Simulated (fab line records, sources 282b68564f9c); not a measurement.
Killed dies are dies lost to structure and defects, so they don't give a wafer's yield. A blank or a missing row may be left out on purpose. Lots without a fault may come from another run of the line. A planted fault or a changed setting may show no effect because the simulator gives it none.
A struck lot beside a sound one | flow rit_cmos | 17 steps out of a route of 202
Sound: wafers L778.1, L778.5, L778.6. Struck: wafer L784.2. (L784.1, L784.3 of the same lot were not struck and are left out.) The cause comes at the end.
At each step with rows: each side's tool, then ch and its chambers, then its first start. Under that, the readings that differ: sound wafers | struck wafers | difference of the means | sigmas: that difference in standard deviations of wafers without a fault.
alike: readings whose means differ by less than 2 such deviations, and words and numbers that are the same on both sides. not compared: withheld readings, readings that some wafer has no value for, bounds like >300 that may hide the same value, and numbers for which the record gives no deviation and whose values overlap.
The two part at a step that has a row with sigmas, a row that says differs or no value, or rows on one side only. Numbers that don't overlap but have no deviation are shown without sigmas and don't part them. A reading that every wafer of one side lacks parts them only if that side has two wafers or more.

first, 1 step without rows for these wafers: RIT_PSD_IMPLANT_08.
RIT_PSD_STRIP_09: strips in O2, time 180 s.
  sound on plasma_asher-02 ch 0,1, day 4 16:46; struck on plasma_asher-04 ch 0, day 5 18:53
  alike: drypump_motor_current_A
  not compared: rf_hours_counter_h
RIT_PSD_TW_MEAS_10:
  sound on film_metro-04, day 4 16:57; struck on film_metro-02, day 5 19:04
  alike: PSD_TW
then, 3 steps without rows for these wafers: RIT_SDANNEAL_CLEAN_00 (cleans in SC1, time 600 s); RIT_SDANNEAL_CLEAN_01 (cleans in dHF, time 30 s); RIT_SDANNEAL_CLEAN_02 (cleans in SC2, time 600 s).
RIT_SDANNEAL_RTA_03: time 5 s.
  sound on rtp_anneal-01 ch 0, day 4 17:22; struck on rtp_anneal-01 ch 0, day 5 19:29
  alike: ramp_up_c_per_s, wafer_temp_C_max
RIT_SDANNEAL_RS_MEAS_04: measures by four-point-probe.
  sound on film_metro-03, day 4 17:26; struck on film_metro-04, day 5 19:32
  alike: PSD_RS
RIT_SDANNEAL_RS_MEAS_05: measures by four-point-probe.
  sound on film_metro-03, day 4 17:33; struck on film_metro-04, day 5 19:40
  alike: NSD_RS
RIT_SDANNEAL_RS_MEAS_06: measures by four-point-probe.
  sound on film_metro-03, day 4 17:40; struck on film_metro-04, day 5 19:47
  alike: PLDD_RS
RIT_SDANNEAL_RS_MEAS_07: measures by four-point-probe.
  sound on film_metro-03, day 4 17:47; struck on film_metro-04, day 5 19:54
  alike: NLDD_RS
then, 1 step without rows for these wafers: RIT_SILICIDE_WET_ETCH_00 (etches SiO2 in BOE, target depth 14 nm, time 15 s).
RIT_SILICIDE_SPUTTER_01: material Ti, target thk 30 nm, time 240 s.
  sound on pvd_sputter-02, day 4 17:55; struck on pvd_sputter-02, day 5 20:02
  reading                                     | sound             | struck | difference | sigmas
  substrate_temp_c (C)                        | 24.97 24.91 24.67 | 25.21  | +0.36      | +3
  model.Ti_of_SILICIDE_SPUTTER_01.thk_nm (nm) | 30.04 30.09 30.1  | 28.55  | -1.53      |
  alike: throttle_valve_pct
RIT_SILICIDE_RS_MEAS_02: measures by four-point-probe.
  sound on film_metro-02, day 4 18:04; struck on film_metro-04, day 5 20:11
  reading                 | sound          | struck | difference | sigmas
  SILICIDE_TI_RS (ohm/sq) | 47.7 47.6 47.7 | 50.9   | +3.2       | +4
RIT_SILICIDE_THK_MEAS_03: measures by xrf.
  sound on film_metro-02, day 4 18:11; struck on film_metro-04, day 5 20:19
  reading              | sound          | struck | difference | sigmas
  SILICIDE_TI_THK (nm) | 29.7 29.7 29.8 | 28.3   | -1.4       | -3
RIT_SILICIDE_RTA_04: time 10 s, ramp up 5 s, ramp down 5 s.
  sound on rtp_anneal-02 ch 0, day 4 18:15; struck on rtp_anneal-02 ch 0, day 5 20:22
  alike: wafer_temp_C_max
RIT_M1_PROBE_99:
  sound on prober-02, day 5 00:43; struck on prober-02, day 6 02:51
  reading                              | sound             | struck | difference | sigmas
  model.etest.contact_nplus.end_ohm_um | 41.09 41.01 41.32 | 38.93  | -2.21      |
  model.etest.contact_pplus.end_ohm_um | 42.38 42.88 43.22 | 42.3   | -0.5       |
  model.etest.npoly_line.rs_ohm_sq     | 16.95 17.08 17    | 17.66  | +0.65      |
  model.etest.ppoly_line.rs_ohm_sq     | 16.39 16.46 16.4  | 17.09  | +0.67      |
  model.etest.npoly_sal.rs_ohm_sq      | 4.361 4.366 4.362 | 4.532  | +0.169     |
  model.etest.ppoly_sal.rs_ohm_sq      | 4.325 4.364 4.279 | 4.509  | +0.186     |
  model.etest.pplus_sal.rs_ohm_sq      | 4.311 4.341 4.283 | 4.502  | +0.190     |
  model.etest.nplus_sal.rs_ohm_sq      | 4.334 4.313 4.283 | 4.476  | +0.166     |
  alike: killed_at_M0_to_M3, killed_at_contacts, killed_at_front_end, killed_dies, killed_on_rim, killed_open, killed_short

WHERE THEY PART
First at RIT_SILICIDE_SPUTTER_01; last, within this record, at RIT_SILICIDE_THK_MEAS_03. Later steps at which nothing parts them and some readings are alike: RIT_SILICIDE_RTA_04, RIT_M1_PROBE_99.

WHY: what the simulator had put in
Process parameter drift: pvd_sputter-02, from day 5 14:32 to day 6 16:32, at RIT_SILICIDE_SPUTTER_01. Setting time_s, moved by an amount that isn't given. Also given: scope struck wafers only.
